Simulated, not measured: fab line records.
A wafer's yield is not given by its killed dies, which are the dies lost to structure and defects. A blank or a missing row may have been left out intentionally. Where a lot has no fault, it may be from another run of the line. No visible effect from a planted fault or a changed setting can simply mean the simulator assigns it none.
Which tool did it? | flow berkeley_cmos170 | 7 lots with 21 wafers sampled at 3 steps, on a route of 331 steps

## WHAT EACH GAUGE READ, for each wafer
UCB170_SDANNEAL_RS_MEAS_02: measurement is done with a four-point probe.
lot  | measured     | on            | PSD_RS (ohm/sq)
L387 | day 6 22:07  | film_metro-02 | 75.46 75.38 75.76
L390 | day 7 21:18  | film_metro-01 | 75.37 75.76 75.57
L391 | day 8 03:25  | film_metro-02 | 75.69 75.56 75.85
L395 | day 8 11:02  | film_metro-03 | 75.64 75.68 75.38
L402 | day 10 01:08 | film_metro-03 | 104.97 104.47 105.08
L405 | day 10 19:39 | film_metro-01 | 104.72 104.74 105.13
L407 | day 11 05:17 | film_metro-01 | 75.78 75.20 75.89

## WHAT TOOL EACH LOT RAN ON (gives the tool, then ch and the chambers of the sampled wafers, and finally the start)
lot  | UCB170_PVT_STRIP_08                  | UCB170_SDANNEAL_RTA_01
L387 | plasma_asher-03 ch 0,1, day 5 18:53  | rtp_anneal-02 ch 0, day 6 22:03
L390 | plasma_asher-02 ch 0,1, day 6 10:14  | rtp_anneal-02 ch 0, day 7 21:14
L391 | plasma_asher-03 ch 0,1, day 6 19:38  | rtp_anneal-02 ch 0, day 8 03:21
L395 | plasma_asher-02 ch 0,1, day 7 05:51  | rtp_anneal-01 ch 0, day 8 10:56
L402 | plasma_asher-01 ch 0,1, day 8 20:21  | rtp_anneal-02 ch 0, day 10 01:02
L405 | plasma_asher-01 ch 0,1, day 9 18:32  | rtp_anneal-02 ch 0, day 10 19:35
L407 | plasma_asher-02 ch 0,1, day 10 04:04 | rtp_anneal-01 ch 0, day 11 05:13
- UCB170_PVT_STRIP_08: strips in O2.
- UCB170_SDANNEAL_RTA_01: time 5 s.

## THE ANSWER, worked out from the rows above alone
Rule: usual is defined by the lots themselves. The widest of any qualifying gaps counts: lots, ordered by their means at a reading, are off when they make up no more than a third of the lots, leave a main group of 4 or more, and stand apart from it by 3 or more times the standard deviation of that group's means. The tables above print the reading to a certain number of digits; a main group whose means all agree to those digits is not used. A lot without any number at a reading at which 4 lots or more have one is off too. Any other lot the step has rows for is counted as sound.
Off: L402, L405, at UCB170_SDANNEAL_RS_MEAS_02 (PSD_RS). Mean 75.60 ohm/sq and standard deviation 0.059 in the main group.
If a tool, at a process step before that reading, ran all the lots that are off and no sound lot after the first of them, it fits. The gauges at UCB170_SDANNEAL_RS_MEAS_02 are tried like those tools. This does not decide it: 2 tools fit, namely plasma_asher-01 at UCB170_PVT_STRIP_08 and rtp_anneal-02 at UCB170_SDANNEAL_RTA_01.

## WHAT WAS PUT IN BY THE SIMULATOR
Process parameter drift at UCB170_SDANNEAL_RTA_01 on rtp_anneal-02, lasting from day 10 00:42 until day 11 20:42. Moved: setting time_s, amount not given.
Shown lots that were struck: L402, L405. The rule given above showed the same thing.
